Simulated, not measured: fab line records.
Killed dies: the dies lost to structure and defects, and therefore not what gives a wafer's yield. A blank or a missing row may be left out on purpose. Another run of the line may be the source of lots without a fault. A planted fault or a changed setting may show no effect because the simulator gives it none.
fab line records	flow rit_cmos	part 2 of 2: steps 36 to 49 of 49
record: lots: 5	wafers: 15	last_day: 7
route steps=202 shown NWELL@30 PWELL@39 WELLDRIVE@50 NRETRO@53 PRETRO@64 GATE@75
lots with no fault: from the same line, run without faults
start_h: hours from the record's first day to the start of the lot's first wafer shown	wait_h: hours since the lot's step before	" unchanged from the row above	L1.1+2: several wafers, shown together as one row	- no value, or no start was given	* or withheld: withheld	< > ~ a bound
route shown NAME@n: names a module that has steps shown in the file, with the first one's number in the route	usual: mean/standard deviation taken from wafers without a fault	same: alike in all rows	chamber/n: place in a boat	sites: the reading at each site	_std_site: how widely they spread, as a standard deviation	_edge_site: outer sites' mean less inner sites'	radius_mm: how far each site lies from the wafer's centre	mask NAME#n: copy n	behind: tool/chamber where the wafer was last shaped	hold: what put the lot on hold/how long, in hours/how the hold closed	device: transistor that didn't switch, given as n, p or np	end of line: at the end of the route, the tests of the same wafers	a step with no rows: only its recipe	killed: not the wafer's yield, but the dies lost to structure and defects at the first sort	map: a wafer's dies, marking killed ones x, the rest . and places with no die _
set.NAME: the setting as run; set.NAME@STEP: as run at that earlier step	model.NAME: the simulator's own value behind a step, which no gauge read
lots at selected steps of the route; one table per step, one row per wafer
services: from which hour (start_h, from the record's first day; less than 0 if before it) a tool's chamber was out of use, for how many hours, and why
== steps ==
step: RIT_PRETRO_COAT_01
recipe: resist: NOVOLAK	spin_rpm: 2000	resist_thk_nm: 1300
usual: spin_speed_rpm: 2000.0/1.3
lot.wafer	tool	chamber	start_h	wait_h	spin_speed_rpm
L075.2	litho_track-03	0	36.99	0.1	2000.0
L075.4	"	0	"	"	1999.9
L075.5	"	0	"	"	1999.3
L080.1	litho_track-03	0	66.09	0.1	2000.1
L080.4	"	0	"	"	1999.3
L080.5	"	0	"	"	1999.8
L083.1	litho_track-03	0	82.16	0.1	2000.5
L083.2	"	0	"	"	1999.6
L083.3	"	0	"	"	2002.3
L086.3	litho_track-02	0	94.75	0.1	1999.8
L086.4	"	0	"	"	2000.3
L086.5	"	0	"	"	1995.6
L096.3	litho_track-04	0	141.40	0.1	1999.2
L096.5	"	0	"	"	2000.1
L096.6	"	0	"	"	2001.5
step: RIT_PRETRO_SOFTBAKE_02
recipe: resist: NOVOLAK	temp_c: 90	time_s: 60
same: time_s: 60
lot.wafer	tool	chamber	start_h	wait_h
L075.2+4+5	litho_track-03	0	37.14	0.1
L080.1+4+5	litho_track-03	0	66.24	0.1
L083.1+2+3	litho_track-03	0	82.31	0.1
L086.3+4+5	litho_track-02	0	94.90	0.1
L096.3+5+6	litho_track-04	0	141.55	0.1
step: RIT_PRETRO_EXPOSE_03
recipe: mask_id: M5	na: 0.57	target_cd_nm: 43700	dose_mj: 250
usual: reticle_temp_C: 23.00/0.1
lot.wafer	tool	chamber	start_h	wait_h	mask	reticle_temp_C
L075.2	iline_stepper-02	0	37.28	0.1	M5#0	22.90
L075.4	"	0	"	"	M5#0	23.19
L075.5	"	0	"	"	M5#0	22.86
L080.1	iline_stepper-01	0	66.52	0.2	M5#0	23.01
L080.4	"	0	"	"	M5#0	23.06
L080.5	"	0	"	"	M5#0	23.20
L083.1	iline_stepper-01	0	82.59	0.2	M5#0	23.11
L083.2	"	0	"	"	M5#0	23.11
L083.3	"	0	"	"	M5#0	22.91
L086.3	iline_stepper-02	0	95.17	0.2	M5#0	22.95
L086.4	"	0	"	"	M5#0	22.96
L086.5	"	0	"	"	M5#0	22.99
L096.3	iline_stepper-02	0	141.69	0.1	M5#0	22.95
L096.5	"	0	"	"	M5#0	22.89
L096.6	"	0	"	"	M5#0	23.14
step: RIT_PRETRO_PEB_04
recipe: resist: NOVOLAK	temp_c: withheld	time_s: withheld
lot.wafer	tool	chamber	start_h	wait_h
L075.2+4+5	litho_track-02	0	37.41	0.1
L080.1+4+5	litho_track-02	0	66.63	0.1
L083.1+2+3	litho_track-02	0	82.70	0.1
L086.3+4+5	litho_track-04	0	95.30	0.1
L096.3+5+6	litho_track-04	0	142.13	0.4
step: RIT_PRETRO_DEVELOP_05
recipe: resist: NOVOLAK	develop_time_s: 68	dev_temp_c: 23
lot.wafer	tool	chamber	start_h	wait_h
L075.2+4+5	litho_track-02	0	-	-
L080.1+4+5	litho_track-02	0	-	-
L083.1+2+3	litho_track-02	0	-	-
L086.3+4+5	litho_track-04	0	-	-
L096.3+5+6	litho_track-04	0	-	-
step: RIT_PRETRO_OVL_MEAS_06
usual: PRETRO_OVL: 0.0/1.1
lot.wafer	tool	chamber	start_h	wait_h	PRETRO_OVL[nm]
L075.2	overlay-02	-	37.70	-	-0.6
L075.4	"	-	"	"	-0.5
L075.5	"	-	"	"	0.3
L080.1	overlay-02	-	66.95	-	0.4
L080.4	"	-	"	"	0.7
L080.5	"	-	"	"	0.3
L083.1	overlay-02	-	83.02	-	2.5
L083.2	"	-	"	"	0.5
L083.3	"	-	"	"	0.5
L086.3	overlay-01	-	95.57	-	1.9
L086.4	"	-	"	"	1.7
L086.5	"	-	"	"	-1.0
L096.3	overlay-02	-	142.41	-	-0.5
L096.5	"	-	"	"	-1.8
L096.6	"	-	"	"	-1.8
step: RIT_PRETRO_HARDBAKE_07
recipe: resist: NOVOLAK	temp_c: 140	time_s: 120
same: time_s: 120
lot.wafer	tool	chamber	start_h	wait_h
L075.2+4+5	litho_track-02	0	37.77	0.1
L080.1+4+5	litho_track-03	0	66.98	0.0
L083.1+2+3	litho_track-04	0	83.05	0.0
L086.3+4+5	litho_track-02	0	95.68	0.1
L096.3+5+6	litho_track-02	0	142.52	0.1
step: RIT_PRETRO_IMPLANT_08
recipe: species: B	energy_kev: 44.53	dose_cm2: 1.2e+13	tilt_deg: 7
lot.wafer	tool	chamber	start_h	wait_h
L075.2+4+5	implanter-03	0	38.01	0.2
L080.1+4+5	implanter-01	0	67.23	0.2
L083.1+2+3	implanter-01	0	83.30	0.2
L086.3+4+5	implanter-01	0	95.90	0.2
L096.3+5+6	implanter-02	0	142.73	0.2
step: RIT_PRETRO_STRIP_09
recipe: chemistry: O2	time_s: 180	resist: NOVOLAK	platen_temp_c: withheld	power_w: 500	pressure_mtorr: 4000	o2_flow_sccm: 4000
usual: drypump_motor_current_A: 5.8/0.4
same: time_s: 180
lot.wafer	tool	chamber	start_h	wait_h	drypump_motor_current_A	rf_hours_counter_h
L075.2	plasma_asher-03	0	38.13	0.1	5.8	40
L075.4	"	0	"	"	5.8	-
L075.5	"	0	"	"	5.8	-
L080.1	plasma_asher-02	1	67.38	0.1	5.4	43
L080.4	"	1	"	"	5.4	-
L080.5	"	0	"	"	6.0	-
L083.1	plasma_asher-01	0	83.45	0.1	5.5	45
L083.2	"	1	"	"	6.5	45
L083.3	"	0	"	"	5.5	-
L086.3	plasma_asher-01	0	96.05	0.1	5.4	-
L086.4	"	1	"	"	6.5	-
L086.5	"	1	"	"	6.5	-
L096.3	plasma_asher-01	0	142.89	0.1	5.4	-
L096.5	"	1	"	"	6.5	-
L096.6	"	0	"	"	5.5	-
step: RIT_PRETRO_TW_MEAS_10
usual: PRETRO_TW: 469/4
lot.wafer	tool	chamber	start_h	wait_h	PRETRO_TW
L075.2	film_metro-01	-	38.32	0.1	475
L075.4	"	-	"	"	475
L075.5	"	-	"	"	477
L080.1	film_metro-01	-	67.56	0.1	469
L080.4	"	-	"	"	467
L080.5	"	-	"	"	471
L083.1	film_metro-01	-	83.63	0.1	471
L083.2	"	-	"	"	472
L083.3	"	-	"	"	472
L086.3	film_metro-02	-	96.19	0.1	474
L086.4	"	-	"	"	474
L086.5	"	-	"	"	473
L096.3	film_metro-03	-	143.03	0.1	470
L096.5	"	-	"	"	466
L096.6	"	-	"	"	466
step: RIT_GATE_WET_ETCH_00
recipe: chemistry: BOE	target: SiO2	target_depth_nm: 56	time_s: 60	dry: n2_spin	dilution: 10:1	temp_c: 21.5
same: time_s: 60
lot.wafer	tool	chamber	start_h	wait_h
L075.2+4+5	wet_bench-03	0	38.37	0.0
L080.1+4+5	wet_bench-01	0	67.62	0.1
L083.1+2+3	wet_bench-01	1	83.69	0.1
L086.3+4+5	wet_bench-01	0	96.23	0.0
L096.3+5+6	wet_bench-03	2	143.07	0.0
step: RIT_GATE_CLEAN_01
recipe: chemistry: SC1	mix: 3:3:50	time_s: 600	temp_c: 75
same: time_s: 600
lot.wafer	tool	chamber	start_h	wait_h
L075.2+4+5	wet_bench-04	3	38.39	0.0
L080.1+4+5	wet_bench-03	0	67.64	0.0
L083.1+2+3	wet_bench-03	3	83.71	0.0
L086.3+4+5	wet_bench-03	2	96.26	0.0
L096.3+5+6	wet_bench-04	2	143.09	0.0
step: RIT_GATE_CLEAN_02
recipe: chemistry: dHF	dilution: 50:1	time_s: 30
same: time_s: 30
lot.wafer	tool	chamber	start_h	wait_h
L075.2+4+5	wet_bench-01	3	38.57	0.0
L080.1+4+5	wet_bench-04	2	67.84	0.0
L083.1+2+3	wet_bench-01	0	83.89	0.0
L086.3+4+5	wet_bench-04	1	96.43	0.0
L096.3+5+6	wet_bench-01	3	143.27	0.0
step: RIT_GATE_CLEAN_03
recipe: chemistry: SC2	mix: 3:3:50	time_s: 600	temp_c: 75	dry: n2_spin
same: time_s: 600
lot.wafer	tool	chamber	start_h	wait_h
L075.2+4+5	wet_bench-03	0	38.60	0.0
L080.1+4+5	wet_bench-01	0	67.85	0.0
L083.1+2+3	wet_bench-03	1	83.90	0.0
L086.3+4+5	wet_bench-01	3	96.45	0.0
L096.3+5+6	wet_bench-03	3	143.29	0.0
== services ==
tool	chamber	start_h	hours	kind
iline_stepper-02	-	5.16	0.8	pm
iline_stepper-01	-	14.34	11.3	repair
plasma_asher-01	-	15.29	2.2	repair
iline_stepper-02	0	17.34	-	calibration
implanter-02	-	20.82	11.3	pm
plasma_asher-04	-	22.17	2.4	repair
implanter-01	-	24.42	3.4	repair
implanter-03	-	55.08	1.5	repair
furnace-03	-	55.27	3.5	pm
iline_stepper-01	-	56.46	3.6	repair
implanter-01	-	61.65	3.8	repair
furnace-02	-	72.14	3.2	pm
plasma_asher-02	-	72.88	49.5	pm
implanter-02	-	86.02	6.0	pm
plasma_asher-03	-	91.42	15.0	pm
implanter-04	-	92.01	0.7	repair
iline_stepper-02	-	92.58	1.7	pm
plasma_asher-01	-	106.39	14.1	pm
implanter-01	-	107.75	3.4	repair
plasma_asher-01	-	120.52	9.0	pm
plasma_asher-01	0	120.52	9.0	vent_cycle
plasma_asher-01	1	120.52	9.0	vent_cycle
plasma_asher-02	-	122.41	2.8	pm
implanter-01	-	139.18	1.2	repair
